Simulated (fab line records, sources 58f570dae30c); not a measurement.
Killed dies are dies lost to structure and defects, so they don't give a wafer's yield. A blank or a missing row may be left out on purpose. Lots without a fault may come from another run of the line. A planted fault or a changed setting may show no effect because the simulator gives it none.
One fault seen from 2 desks | flow berkeley_cmos170 | each desk has only its own numbers; what lay behind them comes last

THE METROLOGY DESK
What the gauges read, lot by lot, whatever tool the lot ran on: means of the sampled wafers that have a number. A lot is out of limits, marked OUT, if its mean lies more than 4 standard deviations from the usual mean; the brackets give that distance.
Columns: A = PLDD_TW at UCB170_PLDD_TW_MEAS_11, usual 1012; B = PLDD_RS at UCB170_SDANNEAL_RS_MEAS_04, usual 1030.5 ohm/sq
lot  | first seen here | A              | B
L914 | day 7 18:56     | 1020           | 1032.2
L913 | day 7 19:07     | 1021           | 1028.6
L918 | day 8 19:46     | 1005           | 1032.1
L917 | day 8 20:14     | 1005           | 1025.5
L919 | day 9 02:19     | 1024           | 1030.4
L920 | day 9 02:35     | 996            | 1034.3
L923 | day 9 09:46     | 1028           | 1029.2
L922 | day 9 10:07     | 949 (-5.3) OUT | 1246.0 (+90) OUT
L921 | day 9 10:08     | 999            | 1028.5
L927 | day 10 10:40    | 931 (-6.7) OUT | 1240.4 (+87) OUT
L932 | day 11 12:05    | 1034           | 1033.1
L934 | day 11 12:29    | 1005           | 1030.5
L933 | day 11 15:25    | 1007           | 1034.8
L931 | day 11 15:41    | 1006           | 1028.4
This desk's finding: out of limits on L922, L927; first on L922, day 9 10:07 (PLDD_TW at UCB170_PLDD_TW_MEAS_11). In limits: L914, L913, L918, L917, L919, L920, L923, L921, L932, L934, L933, L931.

THE TOOL OWNER'S DESK: implanter-02
The tool's own readings at UCB170_PLDD_IMPLANT_08: means of the sampled wafers that have a number, for each lot that ran on this tool. A lot is out of limits, marked OUT, if its mean lies more than 4 standard deviations from the usual mean; the brackets give that distance.
Columns: A = beam_on_s at UCB170_PLDD_IMPLANT_08, usual 10.4 s; B = dose_ions_cm2 at UCB170_PLDD_IMPLANT_08, usual 5e+13; C = faraday_current_uA at UCB170_PLDD_IMPLANT_08, usual 153
lot  | first seen here | A    | B                       | C
L917 | day 8 19:44     | 10.5 | 5e+13                   | 150
L919 | day 9 01:56     | 10.6 | 5e+13                   | 150
L922 | day 9 09:44     | 9.9  | 3e+13 (-99 or more) OUT | 93 (-11) OUT
L927 | day 10 10:16    | 9.9  | 3e+13 (-99 or more) OUT | 93 (-11) OUT
This desk's finding: out of limits on L922, L927; first on L922, day 9 09:44 (dose_ions_cm2 at UCB170_PLDD_IMPLANT_08). In limits: L917, L919.

PUT TOGETHER
The tool owner's desk could have raised an alarm at day 9 09:44, on L922, L927.
The metrology desk could have raised an alarm at day 9 10:07, on L922, L927.
Of the lots named, all ran UCB170_PLDD_IMPLANT_08 on implanter-02.

WHAT THE SIMULATOR HAD PUT IN
Process parameter drift: implanter-02, from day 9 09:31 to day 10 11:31, at UCB170_PLDD_IMPLANT_08. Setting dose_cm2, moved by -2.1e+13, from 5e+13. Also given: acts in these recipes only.
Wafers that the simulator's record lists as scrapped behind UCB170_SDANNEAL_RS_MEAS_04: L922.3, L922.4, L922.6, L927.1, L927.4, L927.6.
Lots struck among those shown: L922, L927.
Hours from the fault's start to each desk's first reading out of limits: the tool owner's desk, 0; the metrology desk, 1.
